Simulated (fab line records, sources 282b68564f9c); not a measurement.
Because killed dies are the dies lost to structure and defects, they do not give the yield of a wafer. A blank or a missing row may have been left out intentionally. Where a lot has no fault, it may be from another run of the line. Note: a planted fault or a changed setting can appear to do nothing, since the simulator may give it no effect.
Which tool did it? -- flow rit cmos -- 16 lots, 48 wafers sampled, at 2 steps of a route of 202

== WHAT THE GAUGES SHOWED, per wafer ==
No reading from a measuring or inspecting step in the record can be judged against a usual standard deviation.

== WHAT TOOL EACH LOT RAN ON (gives the tool, then ch and the chambers of the sampled wafers, and finally the start) ==
lot,RIT_NRETRO_SOFTBAKE_02,RIT_M1_PROBE_99
L723,"litho track-04 ch 0, day 2 07:25",-
L724,"litho track-02 ch 0, day 2 15:02",-
L725,"litho track-01 ch 0, day 2 16:19",-
L726,"litho track-01 ch 0, day 3 01:37",-
L727,"litho track-01 ch 0, day 3 06:28",-
L728,"litho track-04 ch 0, day 3 12:12",-
L729,"litho track-01 ch 0, day 3 12:24",-
L730,"litho track-01 ch 0, day 3 17:44",-
L731,"litho track-01 ch 0, day 3 23:25",-
L737,"litho track-04 ch 0, day 5 04:24",-
L739,"litho track-02 ch 0, day 5 14:55","prober-02, day 6 19:48"
L741,"litho track-04 ch 0, day 5 23:18","prober-02, day 7 06:38"
L743,"litho track-01 ch 0, day 6 10:10",-
L744,"litho track-01 ch 0, day 6 15:47",-
L745,"litho track-01 ch 0, day 6 21:45",-
L746,"litho track-01 ch 0, day 7 02:12",-
- RIT_NRETRO_SOFTBAKE_02: time 60 s.
- RIT_M1_PROBE_99

== WHAT THE TOOLS THEMSELVES READ (means of the sampled wafers that have a number; where no wafer has one, the mark that the record gives instead) ==
RIT_NRETRO_SOFTBAKE_02. Usual: run length s reads 89.31 s (standard deviation 0.18).
lot,tool,run length s (s),flag
L723,litho track-04,89.03,
L724,litho track-02,89.51,
L725,litho track-01,89.25,
L726,litho track-01,89.42,
L727,litho track-01,92.90,OFF
L728,litho track-04,89.06,
L729,litho track-01,92.94,OFF
L730,litho track-01,92.82,OFF
L731,litho track-01,92.80,OFF
L737,litho track-04,89.02,
L739,litho track-02,89.50,
L741,litho track-04,89.06,
L743,litho track-01,89.33,
L744,litho track-01,89.31,
L745,litho track-01,89.33,
L746,litho track-01,89.37,

RIT_M1_PROBE_99. Usual: killed at contacts 0.1, standard deviation 0.31; killed at front end 6.3, standard deviation 2.7; killed dies 6.4, standard deviation 2.7; killed open 3.3, standard deviation 2; killed short 3, standard deviation 1.8.
lot,tool,killed at contacts,killed at front end,killed dies,killed open,killed short,flag
L739,prober-02,0.0,8.7,8.7,4.0,5,
L741,prober-02,0.3,5.7,6.0,2.7,3,

== THE ANSWER, worked out from the rows above alone ==
Rule: a lot is off if the mean of its wafers that have a number lies more than 3 standard deviations from the usual mean. A lot without any number at a reading at which 4 lots or more have one is off too. The other lots that the step has rows for count as sound. First the gauges in route order, then the tools' own readings, where a lot's mean is used as printed above. The first step at which some lot is off is used, and at that step the reading that is off furthest; a lot without a number counts as furthest.
Off at RIT_NRETRO_SOFTBAKE_02 (run length s): L727, L729, L730, L731.
A tool fits if, at that step or a process step before it, it ran every lot that is off, and no sound lot after the first of them. No candidate that was tried fits.

== WHAT THE SIMULATOR HAD INSERTED ==
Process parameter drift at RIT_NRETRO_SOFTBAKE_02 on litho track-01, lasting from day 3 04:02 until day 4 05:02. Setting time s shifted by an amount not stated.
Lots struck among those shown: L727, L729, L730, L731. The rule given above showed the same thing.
